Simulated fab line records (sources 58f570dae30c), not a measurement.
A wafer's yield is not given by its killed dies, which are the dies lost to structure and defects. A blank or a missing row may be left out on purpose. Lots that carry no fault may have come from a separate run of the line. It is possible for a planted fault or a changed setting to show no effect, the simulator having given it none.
Which of the tools did it? || flow berkeleyCmos170 || 13 lots, 39 wafers sampled, at 4 steps of a route of 331

## WHAT EACH GAUGE READ, for each wafer
UCB170_SDANNEAL_RS_MEAS_05: measurement is done with a four-point probe. Usual: NLDD_RS typically reads 616.9 ohm/sq, with standard deviation 1.5.
{"lot": "L748", "measured": "day 7 02:01", "on": "filmMetro-04", "NLDD_RS (ohm/sq)": "616.0 615.9 616.7", "flag": ""}
{"lot": "L747", "measured": "day 7 02:19", "on": "filmMetro-01", "NLDD_RS (ohm/sq)": "615.0 617.1 613.9", "flag": ""}
{"lot": "L749", "measured": "day 7 03:07", "on": "filmMetro-01", "NLDD_RS (ohm/sq)": "615.1 617.9 616.6", "flag": ""}
{"lot": "L751", "measured": "day 7 14:56", "on": "filmMetro-01", "NLDD_RS (ohm/sq)": "617.5 617.1 617.3", "flag": ""}
{"lot": "L752", "measured": "day 8 02:15", "on": "filmMetro-04", "NLDD_RS (ohm/sq)": "616.7 616.3 617.6", "flag": ""}
{"lot": "L753", "measured": "day 8 02:29", "on": "filmMetro-01", "NLDD_RS (ohm/sq)": "616.1 617.2 617.3", "flag": ""}
{"lot": "L755", "measured": "day 8 06:38", "on": "filmMetro-01", "NLDD_RS (ohm/sq)": "613.7 614.6 615.0", "flag": ""}
{"lot": "L765", "measured": "day 10 01:40", "on": "filmMetro-02", "NLDD_RS (ohm/sq)": "615.6 617.8 617.4", "flag": ""}
{"lot": "L764", "measured": "day 10 10:55", "on": "filmMetro-04", "NLDD_RS (ohm/sq)": "617.5 616.2 616.8", "flag": ""}
{"lot": "L768", "measured": "day 11 01:02", "on": "filmMetro-01", "NLDD_RS (ohm/sq)": "616.7 616.4 616.9", "flag": ""}
{"lot": "L767", "measured": "day 11 02:11", "on": "filmMetro-04", "NLDD_RS (ohm/sq)": "619.7 619.4 618.6", "flag": ""}
{"lot": "L769", "measured": "day 11 10:22", "on": "filmMetro-04", "NLDD_RS (ohm/sq)": "616.3 616.8 614.6", "flag": ""}
{"lot": "L770", "measured": "day 11 15:01", "on": "filmMetro-02", "NLDD_RS (ohm/sq)": "619.1 619.0 618.1", "flag": ""}

UCB170_SILICIDE_THK_MEAS_03: measures by xrf. Usual: SILICIDE_TI_THK typically reads 30.4 nm, with standard deviation 0.5.
{"lot": "L748", "measured": "day 7 02:24", "on": "filmMetro-03", "SILICIDE_TI_THK (nm)": "30.6 30.8 30.8", "flag": ""}
{"lot": "L747", "measured": "day 7 02:40", "on": "filmMetro-03", "SILICIDE_TI_THK (nm)": "30.3 30.9 30.9", "flag": ""}
{"lot": "L749", "measured": "day 7 03:26", "on": "filmMetro-03", "SILICIDE_TI_THK (nm)": "31.0 30.7 30.7", "flag": ""}
{"lot": "L751", "measured": "day 7 15:16", "on": "filmMetro-03", "SILICIDE_TI_THK (nm)": "30.7 30.8 30.7", "flag": ""}
{"lot": "L752", "measured": "day 8 02:35", "on": "filmMetro-03", "SILICIDE_TI_THK (nm)": "30.6 30.4 30.7", "flag": ""}
{"lot": "L753", "measured": "day 8 02:48", "on": "filmMetro-02", "SILICIDE_TI_THK (nm)": "30.7 30.2 30.8", "flag": ""}
{"lot": "L755", "measured": "day 8 06:58", "on": "filmMetro-04", "SILICIDE_TI_THK (nm)": "30.7 30.3 30.7", "flag": ""}
{"lot": "L765", "measured": "day 10 02:00", "on": "filmMetro-03", "SILICIDE_TI_THK (nm)": "29.4 29.9 29.9", "flag": ""}
{"lot": "L764", "measured": "day 10 11:16", "on": "filmMetro-02", "SILICIDE_TI_THK (nm)": "30.2 30.5 30.6", "flag": ""}
{"lot": "L768", "measured": "day 11 01:21", "on": "filmMetro-03", "SILICIDE_TI_THK (nm)": "30.3 30.5 30.4", "flag": ""}
{"lot": "L767", "measured": "day 11 02:31", "on": "filmMetro-03", "SILICIDE_TI_THK (nm)": "29.3 29.6 29.7", "flag": ""}
{"lot": "L769", "measured": "day 11 10:41", "on": "filmMetro-02", "SILICIDE_TI_THK (nm)": "30.6 30.2 30.1", "flag": ""}
{"lot": "L770", "measured": "day 11 15:20", "on": "filmMetro-03", "SILICIDE_TI_THK (nm)": "29.6 29.2 29.5", "flag": ""}

UCB170_M1_CD_MEAS_09 targets a cd of 700 nm. Usual: cdNm reads 700.1 nm (standard deviation 1.4).
{"lot": "L748", "measured": "day 7 10:28", "on": "cdSem-01", "cdNm (nm)": "700.5 700.4 698.4", "flag": ""}
{"lot": "L747", "measured": "day 7 11:06", "on": "cdSem-01", "cdNm (nm)": "699.0 697.6 698.0", "flag": ""}
{"lot": "L749", "measured": "day 7 13:08", "on": "cdSem-02", "cdNm (nm)": "702.2 702.1 702.0", "flag": ""}
{"lot": "L751", "measured": "day 8 02:26", "on": "cdSem-01", "cdNm (nm)": "699.9 698.3 697.7", "flag": ""}
{"lot": "L752", "measured": "day 8 09:26", "on": "cdSem-01", "cdNm (nm)": "699.7 700.0 699.5", "flag": ""}
{"lot": "L753", "measured": "day 8 08:55", "on": "cdSem-02", "cdNm (nm)": "699.1 700.0 700.6", "flag": ""}
{"lot": "L755", "measured": "day 8 13:45", "on": "cdSem-02", "cdNm (nm)": "617.8 617.1 617.3", "flag": "OFF"}
{"lot": "L765", "measured": "day 10 09:21", "on": "cdSem-02", "cdNm (nm)": "701.0 700.1 701.2", "flag": ""}
{"lot": "L764", "measured": "day 10 17:14", "on": "cdSem-02", "cdNm (nm)": "699.5 700.7 698.8", "flag": ""}
{"lot": "L768", "measured": "day 11 07:31", "on": "cdSem-01", "cdNm (nm)": "701.1 701.2 701.2", "flag": ""}
{"lot": "L767", "measured": "day 11 08:44", "on": "cdSem-01", "cdNm (nm)": "700.8 702.5 700.9", "flag": ""}
{"lot": "L769", "measured": "day 11 16:37", "on": "cdSem-02", "cdNm (nm)": "698.7 700.0 699.4", "flag": ""}
{"lot": "L770", "measured": "day 11 21:24", "on": "cdSem-02", "cdNm (nm)": "699.9 699.8 701.9", "flag": ""}

## TOOL THAT RAN EACH LOT (tool first, then ch and the chambers of the sampled wafers, then the start)
{"lot": "L748", "UCB170_M1_EXPOSE_06": "krfScanner-01 ch 0, day 7 09:24"}
{"lot": "L747", "UCB170_M1_EXPOSE_06": "krfScanner-01 ch 0, day 7 10:06"}
{"lot": "L749", "UCB170_M1_EXPOSE_06": "krfScanner-01 ch 0, day 7 12:04"}
{"lot": "L751", "UCB170_M1_EXPOSE_06": "krfScanner-01 ch 0, day 8 01:16"}
{"lot": "L752", "UCB170_M1_EXPOSE_06": "krfScanner-01 ch 0, day 8 08:58"}
{"lot": "L753", "UCB170_M1_EXPOSE_06": "krfScanner-02 ch 0, day 8 08:31"}
{"lot": "L755", "UCB170_M1_EXPOSE_06": "krfScanner-01 ch 0, day 8 13:22"}
{"lot": "L765", "UCB170_M1_EXPOSE_06": "krfScanner-01 ch 0, day 10 08:45"}
{"lot": "L764", "UCB170_M1_EXPOSE_06": "krfScanner-02 ch 0, day 10 16:50"}
{"lot": "L768", "UCB170_M1_EXPOSE_06": "krfScanner-02 ch 0, day 11 07:08"}
{"lot": "L767", "UCB170_M1_EXPOSE_06": "krfScanner-02 ch 0, day 11 08:20"}
{"lot": "L769", "UCB170_M1_EXPOSE_06": "krfScanner-01 ch 0, day 11 16:13"}
{"lot": "L770", "UCB170_M1_EXPOSE_06": "krfScanner-01 ch 0, day 11 21:01"}
- UCB170_M1_EXPOSE_06: exposes mask METAL1, target cd 700 nm.

## WHAT THE TOOLS THEMSELVES READ (means of the sampled wafers that have a number; where no wafer has one, the mark that the record gives instead)
The record holds no such reading with a usual standard deviation.

## THE ANSWER, worked out from the rows above alone
Rule: a lot is off if the mean of its wafers that have a number lies more than 3 standard deviations from the usual mean. Also off: a lot with no number at a reading for which 4 or more lots have one. All remaining lots with rows at the step are treated as sound. Order of review: gauges by route order, followed by the tools' own readings, for which a lot's mean as printed above is used. At the first step where some lot is off, the reading lying furthest off is the one used; lots without a number count as furthest.
Off: L755, at UCB170_M1_CD_MEAS_09 (cdNm).
A tool fits if, at a process step before that reading, it ran every lot that is off, and no sound lot after the first of them. The gauges at UCB170_M1_CD_MEAS_09 are tried like those tools. Of those tried, none fits.

## WHAT HAD BEEN PUT IN BY THE SIMULATOR
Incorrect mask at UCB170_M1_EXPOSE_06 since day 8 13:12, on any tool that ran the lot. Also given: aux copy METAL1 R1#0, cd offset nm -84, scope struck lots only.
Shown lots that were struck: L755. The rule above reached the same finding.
